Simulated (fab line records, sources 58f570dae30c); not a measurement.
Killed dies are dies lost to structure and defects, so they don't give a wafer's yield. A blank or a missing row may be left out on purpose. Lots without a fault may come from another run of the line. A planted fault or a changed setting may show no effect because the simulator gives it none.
Which tool did it? | flow berkeley_cmos170 | 7 lots, 21 wafers sampled, at 2 steps of a route of 331

WHAT THE GAUGES READ, wafer by wafer
UCB170_NVT_OVL_MEAS_06.
lot  | measured    | on         | NVT_OVL (nm)
L461 | day 6 02:10 | overlay-01 | -2 0 1
L464 | day 6 02:26 | overlay-01 | 4 -1 1
L467 | day 7 01:33 | overlay-01 | - - -
L475 | day 8 18:08 | overlay-02 | -3 -8 -8
L477 | day 9 01:17 | overlay-01 | 3 1 6
L479 | day 9 15:46 | overlay-01 | -4 -2 -7
L481 | day 9 22:23 | overlay-02 | 9 0 3

WHICH TOOL RAN EACH LOT (tool, then ch and the chambers of the sampled wafers, then the start)
lot  | UCB170_NVT_COAT_01
L461 | litho_track-01 ch 0, day 6 01:26
L464 | litho_track-03 ch 0, day 6 01:36
L467 | litho_track-01, day 6 23:49
L475 | litho_track-04 ch 0, day 8 08:29
L477 | litho_track-03 ch 0, day 9 00:11
L479 | litho_track-01 ch 0, day 9 15:04
L481 | litho_track-04 ch 0, day 9 21:34
- UCB170_NVT_COAT_01: resist thk 900 nm.

THE ANSWER, worked out from the rows above alone
Rule: what is usual is taken from the lots themselves. Put in order of their means at a reading, lots are off if they are a third of the lots or fewer, leave a main group of 4 or more, and stand apart from it by a gap of 3 or more times the standard deviation of the main group's means; of several such gaps the widest counts. A main group whose means are all the same, to the digits that the tables above print for the reading, isn't used. A lot without any number at a reading at which 4 lots or more have one is off too. The other lots that the step has rows for count as sound.
Off: L467, at UCB170_NVT_OVL_MEAS_06 (NVT_OVL). Without a number there: L467. The main group: mean -0 nm, standard deviation 3.8.
A tool fits if, at a process step before that reading, it ran every lot that is off, and no sound lot after the first of them. The gauges at UCB170_NVT_OVL_MEAS_06 are tried like those tools. None of those tried fits.

WHAT THE SIMULATOR HAD PUT IN
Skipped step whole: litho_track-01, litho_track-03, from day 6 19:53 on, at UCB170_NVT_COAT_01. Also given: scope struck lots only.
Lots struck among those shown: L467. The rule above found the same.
